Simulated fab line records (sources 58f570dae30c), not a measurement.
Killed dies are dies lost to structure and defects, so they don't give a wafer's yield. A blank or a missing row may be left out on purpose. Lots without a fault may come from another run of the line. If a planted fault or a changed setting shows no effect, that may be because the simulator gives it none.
Problem report, 8D (eight disciplines) form, completed by code | flow berkeley_cmos170 | the parts of the form that need people (team, actions taken, sign-off) are left out

== 1. THE PROBLEM ==
chamber_pressure_mTorr at UCB170_M2_METAL_ETCH_18 reads a mean of 9.619 mTorr on 1 wafer of 1 lot; wafers without a fault read 12.001 mTorr with a standard deviation of 0.011. That is -99 or more standard deviations from the usual mean.
The step: etches Al in Cl2/BCl3, stops on SiO2, target depth 1170 nm, time 195 s.
Earliest sighting: wafer L207.5 on rie_metal-01 at day 8 18:36. The record holds 33 wafers of 11 lots with a number at this step. By rule, "out" or "out of limits" means more than 4 standard deviations away from the usual mean. The other wafers with a number count as sound.

== 2. WHAT IT IS, WHAT IT ISN'T ==
question                    | is                     | is not
which readings at this step | chamber_pressure_mTorr | bcl3_flow_sccm, drypump_motor_current_A, mfc_cl2_sccm, oes_product_au, throttle_valve_pct
which lots                  | L207                   | L201, L203, L206, L214, L216, L218, L219, L221, L222, L224
which wafers of those lots  | L207.5                 | L207.2, L207.6
read on which tools         | rie_metal-01           | rie_metal-02, rie_metal-03
when                        | from day 8 18:36       | up to then (8 sound wafers); but 24 sound wafers of L206, L214, L216, L218, L219, L221, L222, L224 came after

== 3. WHAT RULES OUT EACH SUSPECT ==
Counting: if a tool at a process step up to the reading ran every lot that is out, it stays a suspect. Sound lots after the first of them don't rule it out here, since some wafers of a struck lot are sound.
- rie_metal-01 at UCB170_M2_METAL_ETCH_18 (etches Al in Cl2/BCl3, stops on SiO2, target depth 1170 nm, time 195 s): kept. It processed L207, the lot that is out, at day 8 18:36, and its most recent sound lot before then was L201 at day 7 21:07. Its own chamber_pressure_mTorr readings are out on those wafers.
- Within rie_metal-01 at UCB170_M2_METAL_ETCH_18: the wafers that are out ran in chamber 0; their sound lot-mates ran in chamber 1.
The count leaves rie_metal-01 at UCB170_M2_METAL_ETCH_18.

== 4. THE CAUSE (what the simulator had put in) ==
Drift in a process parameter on rie_metal-01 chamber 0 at UCB170_M2_METAL_ETCH_18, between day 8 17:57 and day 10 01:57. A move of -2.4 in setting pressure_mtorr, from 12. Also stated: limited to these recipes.
The count eliminated every tool but this one.

== 5. THE EFFECT CHAIN, in route order ==
Each row: a reading where the mean over the struck wafers with a number is more than 3 standard deviations away from the usual. Only readings whose record carries a usual standard deviation are examined. hours: median over the lots of the time between each lot's start at the first step of this table that gives one and its start at this step. sigmas: the change, counted in usual standard deviations.
hours | step                    | reading                | usual        | on struck wafers | change | sigmas
0     | UCB170_M2_METAL_ETCH_18 | chamber_pressure_mTorr | 12.001 mTorr | 9.619            | -2.382 | -99 or more
Process steps it contains:
- UCB170_M2_METAL_ETCH_18: etches Al in Cl2/BCl3, stops on SiO2, target depth 1170 nm, time 195 s.

== 6. WHAT WOULD HAVE CAUGHT IT SOONER ==
In this record the first reading out of limits was taken at day 8 18:36, 1 hour after the fault began at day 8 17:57.
